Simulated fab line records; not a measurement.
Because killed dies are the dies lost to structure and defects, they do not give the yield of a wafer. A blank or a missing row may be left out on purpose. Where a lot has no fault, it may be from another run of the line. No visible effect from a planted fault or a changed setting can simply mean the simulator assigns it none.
Struck lot and sound lot, side by side | flow ritCmos | 30 steps out of a route of 202
Sound: these wafers, L673.2, L673.3, L673.5. The struck wafers were L685.1, L685.4, L685.5. The cause is named last.
At each step with rows: each side's tool, then ch and its chambers, then its first start. Under that, the readings that differ: sound wafers | struck wafers | difference of the means | sigmas: that difference in standard deviations of wafers without a fault.
alike: a reading whose means differ by less than 2 such deviations, as well as words and numbers matching on both sides. not compared: withheld readings; readings where some wafer has no value; bounds like >300 that might hide an equal value; numbers whose values overlap and for which the record gives no deviation.
The two part at a step that has a row with sigmas, a row that says differs or no value, or rows on one side only. Numbers that don't overlap but have no deviation are shown without sigmas and don't part them. Lack of a reading on every wafer of one side parts them only where that side has two or more wafers.

RIT_FOX2_THK_MEAS_01:
  sound on filmMetro-01, day 2 06:32; struck on filmMetro-01, day 4 17:31
  alike: FOX2_OXIDE_THK
then, 2 steps without rows for these wafers: RIT_FOX2_CLEAN_02 (cleans in dHF, time 180 s); RIT_FOX2_WET_ETCH_03 (etches Si3N4 in H3PO4, target depth 195 nm, time 2700 s).
RIT_FOX2_THK_MEAS_90:
  sound on filmMetro-03, day 2 07:25; struck on filmMetro-01, day 4 18:28
  alike: FIELD_OXIDE_LEFT_1_THK
then, 6 steps without rows for these wafers: RIT_NWELL_HMDS_00 (prime time 58.51 s); RIT_NWELL_COAT_01 (resist thk 1300 nm); RIT_NWELL_SOFTBAKE_02 (time 60 s); RIT_NWELL_EXPOSE_03 (exposes mask M2, target cd 43900 nm); RIT_NWELL_PEB_04; RIT_NWELL_DEVELOP_05 (develop time 68 s).
RIT_NWELL_OVL_MEAS_06:
  sound on overlay-02, day 2 08:29; struck on overlay-01, day 4 19:35
  alike: NWELL_OVL
then, 1 step without rows for these wafers: RIT_NWELL_HARDBAKE_07 (time 120 s).
RIT_NWELL_IMPLANT_08:
  sound on implanter-03 ch 0, day 2 08:47; struck on implanter-03 ch 0, day 4 19:53
reading          | sound                        | struck                        | difference | sigmas
doseIonsCm2      | 5.004e+13 5.01e+13 5.008e+13 | 4.141e+13 4.138e+13 4.143e+13 | -8.667e+12 | -99 or more
faradayCurrentUA | 159 157 158                  | 126 129 131                   | -29        | -9
RIT_NWELL_STRIP_09: strips in O2, time 180 s.
  sound on plasmaAsher-04 ch 0,1, day 2 08:55; struck on plasmaAsher-04 ch 0, day 4 20:02
  alike: drypumpMotorCurrentA
  not compared: rfHoursCounterH
RIT_NWELL_TW_MEAS_10:
  sound on filmMetro-04, day 2 09:06; struck on filmMetro-03, day 4 20:12
reading  | sound          | struck         | difference | sigmas
NWELL_TW | 2201 2199 2202 | 2031 2039 2039 | -164       | -7
then, 6 steps without rows for these wafers: RIT_PWELL_HMDS_00 (prime time 60 s); RIT_PWELL_COAT_01 (resist thk 1300 nm); RIT_PWELL_SOFTBAKE_02 (time 60 s); RIT_PWELL_EXPOSE_03 (exposes mask M3, target cd 43700 nm); RIT_PWELL_PEB_04; RIT_PWELL_DEVELOP_05 (develop time 68 s).
RIT_PWELL_OVL_MEAS_06:
  sound on overlay-01, day 2 10:02; struck on overlay-01, day 4 21:20
  alike: PWELL_OVL
then, 2 steps without rows for these wafers: RIT_PWELL_HARDBAKE_07 (time 120 s); RIT_PWELL_IMPLANT_08.
RIT_PWELL_STRIP_09: strips in O2, time 180 s.
  sound on plasmaAsher-01 ch 0,1, day 2 10:28; struck on plasmaAsher-02 ch 0,1, day 4 21:46
  alike: drypumpMotorCurrentA
  not compared: rfHoursCounterH
RIT_PWELL_TW_MEAS_10:
  sound on filmMetro-02, day 2 10:39; struck on filmMetro-02, day 4 21:56
  alike: PWELL_TW
then, 1 step without rows for these wafers: RIT_WELLDRIVE_ANNEAL_00 (time 14700 s).
RIT_WELLDRIVE_RS_MEAS_01: measures by four-point-probe.
  sound on filmMetro-03, day 2 15:53; struck on filmMetro-03, day 5 03:15
reading           | sound             | struck            | difference | sigmas
NWELL_RS (ohm/sq) | 274.9 274.5 275.3 | 309.5 309.8 309.9 | +34.8      | +44
RIT_WELLDRIVE_RS_MEAS_02: measures by four-point-probe.
  sound on filmMetro-03, day 2 16:00; struck on filmMetro-03, day 5 03:22
  alike: PWELL_RS
RIT_M1_PROBE_99:
  sound on prober-02, day 3 21:19; struck on prober-02, day 6 10:39
reading                             | sound                | struck               | difference | sigmas
model.etest.nwellPinched.rsOhmSq    | 341.3 331.4 339.5    | 381.9 375.6 374.1    | +39.8      | 
model.etest.wellEdgeRight.lineOhmUm | 184.9 185.9 181.3    | 212.5 210.6 212.6    | +27.9      | 
model.etest.wellEdgeLeft.lineOhmUm  | 180.6 182.5 183.1    | 208.9 210.1 211.1    | +28.0      | 
model.etest.fieldPMetal.vtV (V)     | -29.56 -29.57 -29.17 | -26.11 -27.18 -27.29 | +2.57      | 
model.etest.isoNwellNwell.bvV (V)   | 21.87 22.07 21.99    | 23.07 22.98 22.62    | +0.91      | 
model.etest.fieldP.vtV (V)          | -12.29 -12.37 -12.36 | -11.24 -11.21 -11.23 | +1.11      | 
  alike: killedAtContacts, killedAtFrontEnd, killedDies, killedOpen, killedShort
  not compared: model.etest.pmos_0p3.rOnOhmUm, model.etest.pmos_0p3.driveUaUm

## WHERE THEY PART
At RIT_NWELL_IMPLANT_08 first; at RIT_WELLDRIVE_RS_MEAS_01 last (within this record only). Later steps at which nothing parts them and some readings are alike: RIT_WELLDRIVE_RS_MEAS_02, RIT_M1_PROBE_99.

WHY: what had been put in by the simulator
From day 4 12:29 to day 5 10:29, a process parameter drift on implanter-03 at RIT_NWELL_IMPLANT_08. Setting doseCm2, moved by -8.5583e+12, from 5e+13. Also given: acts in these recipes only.
